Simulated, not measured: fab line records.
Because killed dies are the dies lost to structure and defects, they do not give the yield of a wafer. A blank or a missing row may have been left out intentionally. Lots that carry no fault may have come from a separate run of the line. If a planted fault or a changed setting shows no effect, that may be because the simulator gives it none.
Which tool did it? :: flow berkeleyCmos170 :: Sampling: 7 lots, 21 wafers, 3 of 331 route steps

WHAT EACH GAUGE READ, for each wafer
UCB170_SDANNEAL_RS_MEAS_05: a four-point-probe measurement.
lot: L482
measured: day 8 13:20
on: filmMetro-01
NLDD_RS (ohm/sq): 617.9 617.3 616.0

lot: L481
measured: day 8 13:43
on: filmMetro-04
NLDD_RS (ohm/sq): 613.3 614.3 612.4

lot: L489
measured: day 10 09:29
on: filmMetro-01
NLDD_RS (ohm/sq): 615.5 615.6 617.7

lot: L490
measured: day 10 08:37
on: filmMetro-01
NLDD_RS (ohm/sq): 626.3 626.3 627.1

lot: L495
measured: day 11 08:20
on: filmMetro-02
NLDD_RS (ohm/sq): 614.3 614.8 615.0

lot: L497
measured: day 11 22:13
on: filmMetro-02
NLDD_RS (ohm/sq): 615.8 616.2 615.7

lot: L501
measured: day 12 09:00
on: filmMetro-01
NLDD_RS (ohm/sq): 614.9 618.4 617.1

TOOL THAT RAN EACH LOT (tool first, then ch and the chambers of the sampled wafers, then the start)
lot: L482
UCB170_NLDD_IMPLANT_09: implanter-01 ch 0, day 8 02:57
UCB170_SDANNEAL_RTA_00: rtpAnneal-01 ch 0, day 8 12:51

lot: L481
UCB170_NLDD_IMPLANT_09: implanter-04 ch 0, day 8 03:04
UCB170_SDANNEAL_RTA_00: rtpAnneal-01 ch 0, day 8 13:13

lot: L489
UCB170_NLDD_IMPLANT_09: implanter-04 ch 0, day 9 18:58
UCB170_SDANNEAL_RTA_00: rtpAnneal-01 ch 0, day 10 08:53

lot: L490
UCB170_NLDD_IMPLANT_09: implanter-02 ch 0, day 9 18:12
UCB170_SDANNEAL_RTA_00: rtpAnneal-02 ch 0, day 10 08:06

lot: L495
UCB170_NLDD_IMPLANT_09: implanter-04 ch 0, day 10 16:05
UCB170_SDANNEAL_RTA_00: rtpAnneal-01 ch 0, day 11 07:50

lot: L497
UCB170_NLDD_IMPLANT_09: implanter-01 ch 0, day 11 12:39
UCB170_SDANNEAL_RTA_00: rtpAnneal-01 ch 0, day 11 21:43

lot: L501
UCB170_NLDD_IMPLANT_09: implanter-01 ch 0, day 11 20:56
UCB170_SDANNEAL_RTA_00: rtpAnneal-01 ch 0, day 12 08:28
- UCB170_NLDD_IMPLANT_09
- UCB170_SDANNEAL_RTA_00: time 10 s.

THE ANSWER, worked out from the rows above alone
Rule: the lots themselves supply what counts as usual. The widest of any qualifying gaps counts: lots, ordered by their means at a reading, are off when they make up no more than a third of the lots, leave a main group of 4 or more, and stand apart from it by 3 or more times the standard deviation of that group's means. The tables above print the reading to a certain number of digits; a main group whose means all agree to those digits is not used. A lot without any number at a reading at which 4 lots or more have one is off too. All remaining lots with rows at the step are treated as sound.
Off: L490, seen at UCB170_SDANNEAL_RS_MEAS_05 (NLDD_RS). The main group: mean 615.7 ohm/sq, standard deviation 1.3.
If a tool, at a process step before that reading, ran all the lots that are off and no sound lot after the first of them, it fits. The gauges at UCB170_SDANNEAL_RS_MEAS_05 are tried like those tools. Undecided on this evidence; 2 tools fit (implanter-02 at UCB170_NLDD_IMPLANT_09, rtpAnneal-02 at UCB170_SDANNEAL_RTA_00).

WHAT THE SIMULATOR HAD INSERTED
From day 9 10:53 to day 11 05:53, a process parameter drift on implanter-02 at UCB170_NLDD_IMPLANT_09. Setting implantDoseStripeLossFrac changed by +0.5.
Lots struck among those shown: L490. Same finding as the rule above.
